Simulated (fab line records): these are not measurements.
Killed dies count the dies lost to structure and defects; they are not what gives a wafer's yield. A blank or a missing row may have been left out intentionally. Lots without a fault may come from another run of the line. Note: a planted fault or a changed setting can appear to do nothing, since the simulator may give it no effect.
fab line records + flow berkeley_cmos170
[record]
- lots = 13
- wafers = 39
- last_day = 12
route steps=331 shown CONTACT@232 M1@239
lots untouched by any fault: they come from a run of this same line in which no faults occurred
start_h: start of the lot's first displayed wafer, in hours after the record's first day + wait_h: time in hours since the lot's previous step + " identical to the entry in the row above + L1.1+2: a single row standing in for several wafers + - no value, or no start given + * or withheld: withheld + < > ~ a bound
route shown NAME@n: names a module that has steps shown in the file, with the first one's number in the route + usual: mean/standard deviation taken from wafers without a fault + same: alike in all rows + chamber/n: place in a boat + sites: the reading at each site + _std_site: their standard deviation + _edge_site: mean of outer sites minus mean of inner sites + radius_mm: for every site, how far away it sits from the centre of the wafer + mask NAME#n: copy n + behind: tool/chamber where the wafer was last shaped + hold: why the lot went on hold/how many hours it stayed there/how the hold came to an end + device: the transistor (n, p or np) that didn't switch + end of line: the same wafers' tests at the end of the route + a step given without rows: its recipe and nothing more + killed: dies lost to structure and defects at the first sort, not the wafer's yield + map: shows each die of a wafer: x if killed, . if not, _ if none is there
set.NAME: the setting the step ran with; set.NAME@STEP: the setting that earlier step ran with + model.NAME: the simulator's own value behind a step, which no gauge read
a sample of lots followed through the steps of the route, with each step as a table and each wafer as a row
services: when a tool's chamber went out of use (start_h, in hours from the record's first day, below 0 if earlier), for how many hours, and the reason
[[steps]]
[step UCB170_CONTACT_OVL_MEAS_16]
[usual]
- CONTACT_OVL = 1/5.5
| lot.wafer | tool       | chamber | start_h | wait_h | CONTACT_OVL[nm] |
|-----------|------------|---------|---------|--------|-----------------|
| L799.2    | overlay-02 | -       | 164.60  | 0.1    | -7              |
| L799.3    | "          | -       | "       | "      | 2               |
| L799.6    | "          | -       | "       | "      | -3              |
| L800.1    | overlay-02 | -       | 166.01  | 0.1    | 1               |
| L800.4    | "          | -       | "       | "      | 9               |
| L800.5    | "          | -       | "       | "      | -3              |
| L801.2    | overlay-02 | -       | 166.26  | 0.1    | 6               |
| L801.3    | "          | -       | "       | "      | 4               |
| L801.5    | "          | -       | "       | "      | -2              |
| L802.2    | overlay-01 | -       | 186.37  | 0.1    | 3               |
| L802.3    | "          | -       | "       | "      | 0               |
| L802.6    | "          | -       | "       | "      | 2               |
| L804.1    | overlay-01 | -       | 193.71  | 0.1    | -1              |
| L804.5    | "          | -       | "       | "      | 7               |
| L804.6    | "          | -       | "       | "      | -3              |
| L803.4    | overlay-02 | -       | 194.82  | 0.1    | -8              |
| L803.5    | "          | -       | "       | "      | -8              |
| L803.6    | "          | -       | "       | "      | -6              |
| L809.2    | overlay-02 | -       | 212.56  | 0.1    | 8               |
| L809.3    | "          | -       | "       | "      | 10              |
| L809.4    | "          | -       | "       | "      | 1               |
| L808.2    | overlay-02 | -       | 216.34  | 0.1    | 2               |
| L808.3    | "          | -       | "       | "      | 0               |
| L808.5    | "          | -       | "       | "      | -4              |
| L814.3    | overlay-01 | -       | 239.40  | 0.1    | 0               |
| L814.5    | "          | -       | "       | "      | -10             |
| L814.6    | "          | -       | "       | "      | 3               |
| L813.3    | overlay-02 | -       | 244.08  | 0.1    | -6              |
| L813.4    | "          | -       | "       | "      | -2              |
| L813.5    | "          | -       | "       | "      | -9              |
| L819.3    | overlay-01 | -       | 252.00  | 0.1    | -2              |
| L819.5    | "          | -       | "       | "      | 2               |
| L819.6    | "          | -       | "       | "      | -6              |
| L818.4    | overlay-01 | -       | 252.28  | 0.1    | 2               |
| L818.5    | "          | -       | "       | "      | 1               |
| L818.6    | "          | -       | "       | "      | 9               |
| L820.1    | overlay-01 | -       | 273.72  | 0.1    | 7               |
| L820.4    | "          | -       | "       | "      | 4               |
| L820.5    | "          | -       | "       | "      | 6               |
[step UCB170_M1_RS_MEAS_01]
[recipe]
- thk_meas_gauge = four-point-probe
- reads = Al_of_M1_SPUTTER_00
[usual]
- M1_AL_RS = 0.0482/0.00049
| lot.wafer | tool          | chamber | start_h | wait_h | M1_AL_RS[ohm/sq] |
|-----------|---------------|---------|---------|--------|------------------|
| L799.2    | film_metro-03 | -       | 165.27  | 0.1    | 0.0486           |
| L799.3    | "             | -       | "       | "      | 0.0487           |
| L799.6    | "             | -       | "       | "      | 0.0481           |
| L800.1    | film_metro-03 | -       | 166.76  | 0.0    | 0.0480           |
| L800.4    | "             | -       | "       | "      | 0.0478           |
| L800.5    | "             | -       | "       | "      | 0.0479           |
| L801.2    | film_metro-01 | -       | 167.11  | 0.1    | 0.0485           |
| L801.3    | "             | -       | "       | "      | 0.0487           |
| L801.5    | "             | -       | "       | "      | 0.0487           |
| L802.2    | film_metro-03 | -       | 187.10  | 0.1    | 0.0475           |
| L802.3    | "             | -       | "       | "      | 0.0474           |
| L802.6    | "             | -       | "       | "      | 0.0475           |
| L804.1    | film_metro-01 | -       | 194.37  | 0.0    | 0.0489           |
| L804.5    | "             | -       | "       | "      | 0.0487           |
| L804.6    | "             | -       | "       | "      | 0.0488           |
| L803.4    | film_metro-02 | -       | 195.52  | 0.1    | 0.0480           |
| L803.5    | "             | -       | "       | "      | 0.0476           |
| L803.6    | "             | -       | "       | "      | 0.0482           |
| L809.2    | film_metro-02 | -       | 213.33  | 0.1    | 0.0477           |
| L809.3    | "             | -       | "       | "      | 0.0474           |
| L809.4    | "             | -       | "       | "      | 0.0479           |
| L808.2    | film_metro-01 | -       | 219.31  | 0.1    | 0.0483           |
| L808.3    | "             | -       | "       | "      | 0.0481           |
| L808.5    | "             | -       | "       | "      | 0.0482           |
| L814.3    | film_metro-02 | -       | 240.25  | 0.1    | 0.0479           |
| L814.5    | "             | -       | "       | "      | 0.0485           |
| L814.6    | "             | -       | "       | "      | 0.0481           |
| L813.3    | film_metro-03 | -       | 244.82  | 0.1    | 0.0486           |
| L813.4    | "             | -       | "       | "      | 0.0487           |
| L813.5    | "             | -       | "       | "      | 0.0479           |
| L819.3    | film_metro-01 | -       | 253.86  | 0.1    | 0.0476           |
| L819.5    | "             | -       | "       | "      | 0.0477           |
| L819.6    | "             | -       | "       | "      | 0.0476           |
| L818.4    | film_metro-02 | -       | 253.90  | 0.1    | 0.0478           |
| L818.5    | "             | -       | "       | "      | 0.0474           |
| L818.6    | "             | -       | "       | "      | 0.0475           |
| L820.1    | film_metro-03 | -       | 274.55  | 0.0    | 0.0487           |
| L820.4    | "             | -       | "       | "      | 0.0485           |
| L820.5    | "             | -       | "       | "      | 0.0487           |
[step UCB170_M1_EXPOSE_06]
[recipe]
- mask_id = METAL1
- target_cd_nm = 700
- na = 0.5
- sigma_outer = 0.6
- source_shape = conventional
- dose_mj = 21
[same]
- na = 0.5
| lot.wafer  | tool           | chamber | start_h | wait_h | mask        |
|------------|----------------|---------|---------|--------|-------------|
| L799.2+3+6 | krf_scanner-01 | 0       | 166.02  | -      | METAL1#0    |
| L800.1+4+5 | krf_scanner-02 | 0       | 167.52  | -      | METAL1#0    |
| L801.2+3+5 | krf_scanner-01 | 0       | 167.86  | -      | METAL1#0    |
| L802.2+3+6 | krf_scanner-01 | 0       | 187.86  | -      | METAL1#0    |
| L804.1+5+6 | krf_scanner-01 | 0       | 195.00  | -      | METAL1#0    |
| L803.4+5+6 | krf_scanner-01 | 0       | 196.15  | -      | METAL1#0    |
| L809.2+3+4 | krf_scanner-01 | 0       | 214.83  | -      | METAL1_R1#0 |
| L808.2+3+5 | krf_scanner-01 | 0       | 220.40  | -      | METAL1#0    |
| L814.3+5+6 | krf_scanner-01 | 0       | 241.65  | -      | METAL1#0    |
| L813.3+4+5 | krf_scanner-01 | 0       | 245.68  | -      | METAL1#0    |
| L819.3+5+6 | krf_scanner-02 | 0       | 255.10  | -      | METAL1#0    |
| L818.4+5+6 | krf_scanner-01 | 0       | 255.36  | -      | METAL1#0    |
| L820.1+4+5 | krf_scanner-01 | 0       | 275.33  | -      | METAL1#0    |
[step UCB170_M1_CD_MEAS_09]
[recipe]
- target_cd_nm = 700
[usual]
- cd_nm = 700.1/1.3
| lot.wafer | tool      | chamber | start_h | wait_h | cd_nm |
|-----------|-----------|---------|---------|--------|-------|
| L799.2    | cd_sem-02 | -       | 166.51  | -      | 698.6 |
| L799.3    | "         | -       | "       | "      | 698.9 |
| L799.6    | "         | -       | "       | "      | 699.5 |
| L800.1    | cd_sem-02 | -       | 167.91  | -      | 700.0 |
| L800.4    | "         | -       | "       | "      | 700.9 |
| L800.5    | "         | -       | "       | "      | 701.5 |
| L801.2    | cd_sem-02 | -       | 168.25  | -      | 701.1 |
| L801.3    | "         | -       | "       | "      | 702.4 |
| L801.5    | "         | -       | "       | "      | 700.2 |
| L802.2    | cd_sem-02 | -       | 188.31  | -      | 702.2 |
| L802.3    | "         | -       | "       | "      | 702.2 |
| L802.6    | "         | -       | "       | "      | 702.7 |
| L804.1    | cd_sem-02 | -       | 195.39  | -      | 701.4 |
| L804.5    | "         | -       | "       | "      | 698.7 |
| L804.6    | "         | -       | "       | "      | 699.6 |
| L803.4    | cd_sem-02 | -       | 196.66  | -      | 701.1 |
| L803.5    | "         | -       | "       | "      | 699.0 |
| L803.6    | "         | -       | "       | "      | 701.3 |
| L809.2    | cd_sem-01 | -       | 216.25  | -      | 615.1 |
| L809.3    | "         | -       | "       | "      | 615.4 |
| L809.4    | "         | -       | "       | "      | 614.4 |
| L808.2    | cd_sem-01 | -       | 220.79  | -      | 698.0 |
| L808.3    | "         | -       | "       | "      | 700.1 |
| L808.5    | "         | -       | "       | "      | 699.9 |
| L814.3    | cd_sem-01 | -       | 242.48  | -      | 701.5 |
| L814.5    | "         | -       | "       | "      | 701.5 |
| L814.6    | "         | -       | "       | "      | 701.3 |
| L813.3    | cd_sem-02 | -       | 246.07  | -      | 700.0 |
| L813.4    | "         | -       | "       | "      | 698.5 |
| L813.5    | "         | -       | "       | "      | 698.9 |
| L819.3    | cd_sem-01 | -       | 255.83  | -      | 699.1 |
| L819.5    | "         | -       | "       | "      | 699.3 |
| L819.6    | "         | -       | "       | "      | 700.6 |
| L818.4    | cd_sem-02 | -       | 256.00  | -      | 699.7 |
| L818.5    | "         | -       | "       | "      | 703.9 |
| L818.6    | "         | -       | "       | "      | 703.5 |
| L820.1    | cd_sem-01 | -       | 276.17  | -      | 700.0 |
| L820.4    | "         | -       | "       | "      | 700.5 |
| L820.5    | "         | -       | "       | "      | 700.3 |
[step UCB170_M1_ETCH_11]
[recipe]
- chemistry = N2/H2
- target_depth_a = withheld
- overetch_a = withheld
- target = BARC
- time_s = withheld
- source_w = 500
- bias_w = 100
- pressure_mtorr = 30
- n2_flow_sccm = 100
- h2_flow_sccm = 200
[usual]
- bias_w = 100.0/0.32
- drypump_motor_current_A = 5.8/0.47
- oes_product_au = 0.997/0.015
- throttle_valve_pct = 13.26/0.19
| lot.wafer | tool        | chamber | start_h | wait_h | bias_w | drypump_motor_current_A | oes_product_au | throttle_valve_pct |
|-----------|-------------|---------|---------|--------|--------|-------------------------|----------------|--------------------|
| L799.2    | rie_diel-03 | 3       | 166.65  | 0.0    | 100.2  | 5.3                     | 1.007          | 13.15              |
| L799.3    | "           | 1       | "       | "      | 100.5  | 6.6                     | 1.025          | 13.10              |
| L799.6    | "           | 2       | "       | "      | 99.7   | 6.0                     | 0.983          | 13.34              |
| L800.1    | rie_diel-03 | 3       | 168.07  | 0.0    | 100.2  | 5.3                     | 1.016          | 13.15              |
| L800.4    | "           | 0       | "       | "      | 99.4   | 6.2                     | 0.961          | 13.51              |
| L800.5    | "           | 0       | "       | "      | 100.2  | 6.2                     | 0.965          | 13.52              |
| L801.2    | rie_diel-02 | 1       | 168.39  | 0.0    | 100.0  | 5.8                     | 1.016          | 13.28              |
| L801.3    | "           | 0       | "       | "      | 99.9   | 4.8                     | 1.018          | 13.33              |
| L801.5    | "           | 3       | "       | "      | 100.5  | 5.9                     | 0.981          | 13.51              |
| L802.2    | rie_diel-03 | 2       | 188.44  | 0.0    | 100.1  | 6.0                     | 0.996          | 13.37              |
| L802.3    | "           | 3       | "       | "      | 99.9   | 5.3                     | 1.000          | 13.15              |
| L802.6    | "           | 2       | "       | "      | 100.2  | 5.9                     | 0.995          | 13.37              |
| L804.1    | rie_diel-03 | 0       | 195.55  | 0.0    | 99.9   | 6.2                     | 0.975          | 13.52              |
| L804.5    | "           | 0       | "       | "      | 100.5  | 6.2                     | 0.975          | 13.51              |
| L804.6    | "           | 3       | "       | "      | 100.0  | 5.3                     | 0.997          | 13.13              |
| L803.4    | rie_diel-02 | 2       | 196.76  | 0.0    | 99.5   | 5.5                     | 0.996          | 12.99              |
| L803.5    | "           | 0       | "       | "      | 100.3  | 4.8                     | 1.006          | 13.33              |
| L803.6    | "           | 1       | "       | "      | 100.2  | 5.7                     | 1.008          | 13.29              |
| L809.2    | rie_diel-03 | 2       | 216.39  | 0.0    | 100.5  | 6.0                     | 0.996          | 13.36              |
| L809.3    | "           | 0       | "       | "      | 99.9   | 6.3                     | 0.966          | 13.52              |
| L809.4    | "           | 1       | "       | "      | 99.8   | 6.6                     | 1.011          | 13.10              |
| L808.2    | rie_diel-01 | 3       | 220.93  | 0.0    | 99.7   | 5.1                     | 1.012          | 12.99              |
| L808.3    | "           | 2       | "       | "      | 100.7  | 6.0                     | 1.005          | 13.20              |
| L808.5    | "           | 3       | "       | "      | 99.9   | 5.1                     | 1.007          | 12.98              |
| L814.3    | rie_diel-01 | 1       | 242.60  | 0.0    | 99.6   | 5.9                     | 0.980          | 13.05              |
| L814.5    | "           | 0       | "       | "      | 100.1  | 5.6                     | 0.994          | 13.55              |
| L814.6    | "           | 1       | "       | "      | 99.0   | 5.9                     | 0.975          | 13.07              |
| L813.3    | rie_diel-03 | 1       | 246.18  | 0.0    | 100.2  | 6.6                     | 1.009          | 13.09              |
| L813.4    | "           | 2       | "       | "      | 100.0  | 5.9                     | 1.003          | 13.36              |
| L813.5    | "           | 0       | "       | "      | 99.9   | 6.2                     | 0.984          | 13.53              |
| L819.3    | rie_diel-03 | 0       | 255.97  | 0.0    | 100.2  | 6.2                     | 0.967          | 13.53              |
| L819.5    | "           | 0       | "       | "      | 99.9   | 6.2                     | 0.960          | 13.53              |
| L819.6    | "           | 1       | "       | "      | 99.9   | 6.6                     | 1.014          | 13.10              |
| L818.4    | rie_diel-02 | 3       | 256.09  | 0.0    | 100.1  | 5.9                     | 0.980          | 13.52              |
| L818.5    | "           | 1       | "       | "      | 100.2  | 5.7                     | 0.993          | 13.29              |
| L818.6    | "           | 2       | "       | "      | 100.2  | 5.5                     | 1.002          | 12.99              |
| L820.1    | rie_diel-01 | 2       | 276.32  | 0.0    | 99.5   | 6.0                     | 1.006          | 13.18              |
| L820.4    | "           | 1       | "       | "      | 100.4  | 5.8                     | 0.986          | 13.05              |
| L820.5    | "           | 2       | "       | "      | 100.1  | 6.0                     | 1.005          | 13.19              |
[[services]]
| tool           | chamber | start_h | hours | kind           |
|----------------|---------|---------|-------|----------------|
| rie_diel-02    | -       | 142.58  | 0.1   | repair         |
| rie_diel-02    | 0       | 143.66  | 12.6  | repair         |
| krf_scanner-02 | -       | 149.68  | 1.0   | pm             |
| krf_scanner-02 | -       | 156.25  | 0.3   | repair         |
| krf_scanner-01 | -       | 172.36  | 1.0   | pm             |
| rie_diel-03    | 1       | 182.19  | -     | clean          |
| rie_diel-03    | 1       | 182.19  | 16.0  | scheduled_down |
| rie_diel-03    | 1       | 182.19  | 16.0  | vent_cycle     |
| rie_diel-01    | 0       | 209.05  | 9.8   | repair         |
| krf_scanner-02 | -       | 214.71  | 3.0   | pm             |
| rie_diel-02    | -       | 218.60  | 14.6  | pm             |
| rie_diel-03    | -       | 223.06  | 2.8   | pm             |
| krf_scanner-02 | -       | 231.60  | 0.8   | pm             |
| krf_scanner-02 | -       | 233.50  | 4.4   | pm             |
| krf_scanner-01 | -       | 233.51  | 2.6   | repair         |
| rie_diel-03    | 3       | 250.66  | -     | clean          |
| rie_diel-03    | 3       | 250.66  | 16.7  | scheduled_down |
| rie_diel-03    | 3       | 250.66  | 16.7  | vent_cycle     |
| rie_diel-03    | 2       | 254.67  | 11.5  | repair         |
| rie_diel-03    | 2       | 270.92  | -     | clean          |
| rie_diel-03    | 2       | 270.92  | 18.7  | scheduled_down |
| rie_diel-03    | 2       | 270.92  | 18.7  | vent_cycle     |
[[key]]
[first_sign]
- step = UCB170_M1_EXPOSE_06
- reading = mask
- direction = changed
[effect]
- step = UCB170_M1_CD_MEAS_09
- reading = cd_nm
- direction = down
- sigmas = 63
- usual = 700.1
- struck = 615.0
met_at UCB170_M1_EXPOSE_06
struck_lots L809
sort_left_out L809.2,L809.3,L809.4
not_acting_at UCB170_CONTACT_OVL_MEAS_16,UCB170_M1_RS_MEAS_01,UCB170_M1_ETCH_11
onset_between 196.15 214.83
[fault]
- kind = wrong_mask
- tool = any
- chamber = -
- onset_h = 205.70
- steps = UCB170_M1_EXPOSE_06
- aux_copy = METAL1_R1#0
- cd_offset_nm = -84
- scope = struck_lots_only
// sort_left_out: the simulated sort isn't trusted on such a fault, so these wafers' sort isn't shown, and their yield isn't known
